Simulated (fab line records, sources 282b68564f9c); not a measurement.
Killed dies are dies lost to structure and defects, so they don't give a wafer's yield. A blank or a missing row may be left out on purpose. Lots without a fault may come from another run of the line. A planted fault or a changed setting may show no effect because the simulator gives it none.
A struck lot beside a sound one | flow rit_cmos | 15 steps out of a route of 202
Sound: wafers L773.2, L773.5, L773.6. Struck: wafers L765.2, L765.3, L765.6. The cause comes at the end.
At each step with rows: each side's tool, then ch and its chambers, then its first start. Under that, the readings that differ: sound wafers | struck wafers | difference of the means | sigmas: that difference in standard deviations of wafers without a fault.
alike: readings whose means differ by less than 2 such deviations, and words and numbers that are the same on both sides. not compared: withheld readings, readings that some wafer has no value for, bounds like >300 that may hide the same value, and numbers for which the record gives no deviation and whose values overlap.
The two part at a step that has a row with sigmas, a row that says differs or no value, or rows on one side only. Numbers that don't overlap but have no deviation are shown without sigmas and don't part them. A reading that every wafer of one side lacks parts them only if that side has two wafers or more.

first, 6 steps without rows for these wafers: RIT_PRETRO_HMDS_00 (prime time 60 s); RIT_PRETRO_COAT_01 (resist thk 1300 nm); RIT_PRETRO_SOFTBAKE_02 (time 60 s); RIT_PRETRO_EXPOSE_03 (exposes mask M5, target cd 43700 nm); RIT_PRETRO_PEB_04; RIT_PRETRO_DEVELOP_05 (develop time 68 s).
RIT_PRETRO_OVL_MEAS_06:
  sound on overlay-02, day 5 20:55; struck on overlay-02, day 4 03:32
  reading         | sound       | struck         | difference | sigmas
  PRETRO_OVL (nm) | 0.7 2.0 3.0 | -2.8 -1.8 -0.5 | -3.6       | -2
then, 2 steps without rows for these wafers: RIT_PRETRO_HARDBAKE_07 (time 120 s); RIT_PRETRO_IMPLANT_08.
RIT_PRETRO_STRIP_09: strips in O2, time 180 s.
  sound on plasma_asher-03 ch 0,1, day 5 21:21; struck on plasma_asher-01 ch 0,1, day 4 03:58
  alike: drypump_motor_current_A
  not compared: rf_hours_counter_h
RIT_PRETRO_TW_MEAS_10:
  sound on film_metro-03, day 5 21:32; struck on film_metro-03, day 4 04:10
  alike: PRETRO_TW
then, 1 step without rows for these wafers: RIT_GATE_WET_ETCH_00 (etches SiO2 in BOE, target depth 56 nm, time 60 s).
RIT_GATE_CLEAN_01: cleans in SC1, time 600 s.
  sound on wet_bench-02 ch 0, day 5 21:37; struck on wet_bench-04 ch 2, day 4 04:14
  reading          | sound             | struck            | difference | sigmas
  run_length_s (s) | 628.1 628.1 628.1 | 667.1 667.1 667.1 | +39.0      | +13
then, 1 step without rows for these wafers: RIT_GATE_CLEAN_02 (cleans in dHF, time 30 s).
RIT_M1_PROBE_99:
  sound on prober-01, day 7 02:01; struck on prober-01, day 5 07:43
  alike: killed_at_contacts, killed_at_front_end, killed_dies, killed_on_rim, killed_open, killed_short

WHERE THEY PART
First at RIT_PRETRO_OVL_MEAS_06; last, within this record, at RIT_GATE_CLEAN_01. Later steps at which nothing parts them and some readings are alike: RIT_M1_PROBE_99.

WHY: what the simulator had put in
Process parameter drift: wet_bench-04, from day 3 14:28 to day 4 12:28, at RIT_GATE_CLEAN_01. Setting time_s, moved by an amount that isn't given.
